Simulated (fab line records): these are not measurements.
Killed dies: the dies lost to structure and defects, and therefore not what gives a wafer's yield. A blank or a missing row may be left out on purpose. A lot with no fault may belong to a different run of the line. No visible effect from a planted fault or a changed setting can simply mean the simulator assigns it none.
Chamber matching || flow berkeleyCmos170 || UCB170_SPACER_CVD_00 on pecvd-04 has 3 sister chambers
The step deposits SiO2 from TEOS/O2, target thk 376 nm, time 47 s. 14 wafers are shown with their chamber, then 7 later ones without.

## WAFERS, EACH WITH ITS CHAMBER
{"wafer": "L928.1", "chamber": 1, "heaterPowerW (W)": 260, "susceptorTempC (C)": 390.29}
{"wafer": "L928.3", "chamber": 0, "heaterPowerW (W)": 315, "susceptorTempC (C)": 390.00}
{"wafer": "L928.5", "chamber": 0, "heaterPowerW (W)": 325, "susceptorTempC (C)": 390.26}
{"wafer": "L927.3", "chamber": 2, "heaterPowerW (W)": 294, "susceptorTempC (C)": 390.38}
{"wafer": "L927.4", "chamber": 2, "heaterPowerW (W)": 301, "susceptorTempC (C)": 390.02}
{"wafer": "L927.6", "chamber": 1, "heaterPowerW (W)": 338, "susceptorTempC (C)": 389.93}
{"wafer": "L930.1", "chamber": 0, "heaterPowerW (W)": 356, "susceptorTempC (C)": 389.51}
{"wafer": "L930.4", "chamber": 2, "heaterPowerW (W)": 280, "susceptorTempC (C)": 390.33}
{"wafer": "L930.5", "chamber": 0, "heaterPowerW (W)": 349, "susceptorTempC (C)": 389.67}
{"wafer": "L933.3", "chamber": 0, "heaterPowerW (W)": 349, "susceptorTempC (C)": 389.96}
{"wafer": "L933.4", "chamber": 2, "heaterPowerW (W)": 279, "susceptorTempC (C)": 389.75}
{"wafer": "L933.6", "chamber": 0, "heaterPowerW (W)": 354, "susceptorTempC (C)": 389.70}
{"wafer": "L937.3", "chamber": 2, "heaterPowerW (W)": 267, "susceptorTempC (C)": 390.00}
{"wafer": "L937.4", "chamber": 0, "heaterPowerW (W)": 297, "susceptorTempC (C)": 389.85}

SIGNATURES (means of the wafers above)
{"reading": "heaterPowerW", "chamber 0": 335.00, "chamber 1": 299.00, "chamber 2": 284.20, "scatter within a chamber": 25}
{"reading": "susceptorTempC", "chamber 0": 389.8500, "chamber 1": 390.1100, "chamber 2": 390.0960, "scatter within a chamber": 0.254}
Rule: a wafer lies at a distance from a chamber equal to the root of the sum of squares, over the readings, of (its reading less the chamber's mean, divided by the reading's scatter). The wafer belongs to the nearest chamber; if the next one is less than 2 further off, it can't be placed. The scatter: the root of (the sum of the squares of (reading less its chamber's mean) over the shown wafers, divided by (wafers less chambers)).

## WAFERS WHOSE CHAMBER IS MISSING
{"wafer": "L937.6", "heaterPowerW (W)": 287, "susceptorTempC (C)": 389.72}
{"wafer": "L941.2", "heaterPowerW (W)": 290, "susceptorTempC (C)": 389.86}
{"wafer": "L941.5", "heaterPowerW (W)": 337, "susceptorTempC (C)": 389.89}
{"wafer": "L941.6", "heaterPowerW (W)": 308, "susceptorTempC (C)": 389.98}
{"wafer": "L942.1", "heaterPowerW (W)": 321, "susceptorTempC (C)": 390.33}
{"wafer": "L942.2", "heaterPowerW (W)": 293, "susceptorTempC (C)": 389.99}
{"wafer": "L942.6", "heaterPowerW (W)": 321, "susceptorTempC (C)": 390.49}

## THE CHAMBER EACH PASSED THROUGH
{"wafer": "L937.6", "from the rows above": "can't be placed: 2 or 1 or 0", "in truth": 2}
{"wafer": "L941.2", "from the rows above": "can't be placed: 2 or 1 or 0", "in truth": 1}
{"wafer": "L941.5", "from the rows above": "can't be placed: 0 or 1", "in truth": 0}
{"wafer": "L941.6", "from the rows above": "can't be placed: 1 or 2 or 0", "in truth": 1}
{"wafer": "L942.1", "from the rows above": "can't be placed: 1 or 2 or 0", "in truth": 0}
{"wafer": "L942.2", "from the rows above": "can't be placed: 1 or 2 or 0", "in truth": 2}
{"wafer": "L942.6", "from the rows above": "can't be placed: 1 or 2 or 0", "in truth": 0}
Placed correctly: 0 of 7. Unplaceable from these rows: 7, with the true chamber sitting among the candidates in 7. Placed wrongly: 0.
